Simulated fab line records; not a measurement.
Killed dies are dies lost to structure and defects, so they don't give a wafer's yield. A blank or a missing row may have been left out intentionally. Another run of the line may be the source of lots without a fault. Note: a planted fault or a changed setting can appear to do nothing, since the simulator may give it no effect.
One fault seen from 2 desks | flow berkeley_cmos170 | numbers are kept per desk, each desk with only its own; the story behind them comes last

## DESK OF THE TOOL OWNER: rie_diel-03
The tool's own readings at UCB170_V2_ETCH_14 (etches SiO2 in CHF3/CF4/Ar, stops on Al, target depth 1250 nm, time 291 s): means of the sampled wafers that have a number, for each lot that ran on this tool. The brackets show how far a lot's mean lies from the usual mean; more than 4 standard deviations puts the lot out of limits, marked OUT.
Columns: A = drypump_motor_current_A at UCB170_V2_ETCH_14, usual 6.0 A; B = oes_product_au at UCB170_V2_ETCH_14, usual 0.879 a.u.; C = rf_fwd_power_W at UCB170_V2_ETCH_14, usual 698.4 W; D = throttle_valve_pct at UCB170_V2_ETCH_14, usual 6.94 %
lot  | first seen here | A   | B     | C     | D
L675 | day 7 23:55     | 5.6 | 0.881 | 698.0 | 6.90
L682 | day 9 15:08     | 5.5 | 0.878 | 699.5 | 6.93
L683 | day 10 11:43    | 5.5 | 0.879 | 699.1 | 6.92
This desk found nothing out of limits on any of the 3 lots.

## AT THE METROLOGY DESK
Means of the sampled wafers that have a number, per lot and without regard to the tool the lot ran on: this is what the gauges read. The brackets show how far a lot's mean lies from the usual mean; more than 4 standard deviations puts the lot out of limits, marked OUT.
Columns: A = cd_nm at UCB170_V2_CD_MEAS_90, usual 699.5 nm; B = M3_OVL at UCB170_M3_OVL_MEAS_16, usual -3 nm
lot  | first seen here | A     | B
L673 | day 7 23:53     | 698.4 | 6
L672 | day 8 00:01     | 698.2 | -0
L675 | day 8 00:13     | 698.3 | -3
L677 | day 8 22:30     | 701.4 | -9
L679 | day 9 01:10     | 698.6 | -7
L680 | day 9 01:28     | 699.5 | 0
L682 | day 9 15:26     | 698.0 | 0
L683 | day 10 12:04    | 702.5 | -4
L687 | day 10 17:09    | 700.4 | -11
L684 | day 10 17:25    | 700.4 | 7
L690 | day 11 01:40    | 699.3 | -1
L691 | day 11 02:04    | 700.2 | -13
L689 | day 11 07:28    | 700.4 | 0
L692 | day 11 21:12    | 701.0 | 0
This desk found nothing out of limits on any of the 14 lots.

## PUT TOGETHER
The tool owner's desk saw nothing out of limits.
Metrology desk: nothing out of limits seen.

## WHAT HAD BEEN PUT IN BY THE SIMULATOR
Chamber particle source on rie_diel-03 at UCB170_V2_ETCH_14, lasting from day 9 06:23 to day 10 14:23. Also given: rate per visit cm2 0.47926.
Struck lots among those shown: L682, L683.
